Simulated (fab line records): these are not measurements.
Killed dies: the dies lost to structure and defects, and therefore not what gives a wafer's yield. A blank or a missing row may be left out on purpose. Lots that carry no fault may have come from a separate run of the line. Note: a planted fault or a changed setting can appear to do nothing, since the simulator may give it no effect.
One fault through the eyes of 2 desks + flow rit cmos + each desk has only its own numbers; what lay behind them comes last

== AT THE TOOL OWNER'S DESK: lpcvd-01 ==
The tool's own readings at RIT_ACTIVE_CVD_03 (deposits Si3N4 from SiH2Cl2/NH3, target thk 150 nm, time 1500 s): means of the sampled wafers that have a number, for each lot that ran on this tool. Any lot whose mean is over 4 standard deviations away from the usual mean is out of limits and marked OUT; that distance is given in the brackets.
Columns: A = susceptor temp C at RIT_ACTIVE_CVD_03, usual 810.0 C
| lot  | first seen here | A     |
|------|-----------------|-------|
| L984 | day 1 22:07     | 810.3 |
| L989 | day 2 23:07     | 809.7 |
| L990 | day 3 04:07     | 810.0 |
This desk's verdict: no lot among the 3 shows anything out of limits.

== METROLOGY DESK ==
Lot by lot, what the gauges showed, no matter which tool ran the lot: averages of those sampled wafers that carry a number. Any lot whose mean is over 4 standard deviations away from the usual mean is out of limits and marked OUT; that distance is given in the brackets.
Columns: A = ACTIVE_NITRIDE_THK at RIT_ACTIVE_THK_MEAS_04, usual 149.8 nm; B = NWELL_TW at RIT_NWELL_TW_MEAS_10, usual 2140; C = PLDD_TW at RIT_PLDD_TW_MEAS_10, usual 2344
| lot  | first seen here | A               | B    | C    |
|------|-----------------|-----------------|------|------|
| L982 | day 1 13:32     | 147.5           | 2131 | 2343 |
| L983 | day 1 18:34     | 148.2           | 2148 | 2352 |
| L984 | day 1 23:32     | 150.2           | 2138 | 2351 |
| L985 | day 2 04:32     | 148.8           | 2144 | 2349 |
| L989 | day 3 00:32     | 119.0 (-26) OUT | 2152 | 2323 |
| L990 | day 3 05:32     | 117.6 (-27) OUT | 2153 | 2336 |
| L100 | day 5 07:32     | 150.0           | 2140 | 2345 |
| L103 | day 5 22:41     | 149.4           | 2124 | 2352 |
This desk's result: L989, L990 out of limits, first on L989 (ACTIVE_NITRIDE_THK at RIT_ACTIVE_THK_MEAS_04), day 3 00:32. L982, L983, L984, L985, L100, L103: within limits.

== TAKEN TOGETHER ==
Metrology desk: alarm possible at day 3 00:32 on L989, L990.
Nothing out of limits was seen by the tool owner's desk.
Tool owner's desk: L989, L990 on record, inside its limits.
On lpcvd-01, each named lot ran RIT_ACTIVE_CVD_03.

== WHAT THE SIMULATOR HAD INSERTED ==
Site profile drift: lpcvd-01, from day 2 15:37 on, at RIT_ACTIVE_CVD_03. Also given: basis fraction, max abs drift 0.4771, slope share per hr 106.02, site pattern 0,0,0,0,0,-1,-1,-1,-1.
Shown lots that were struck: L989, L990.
Hours from the fault's start to each desk's first reading out of limits: the metrology desk, 9.
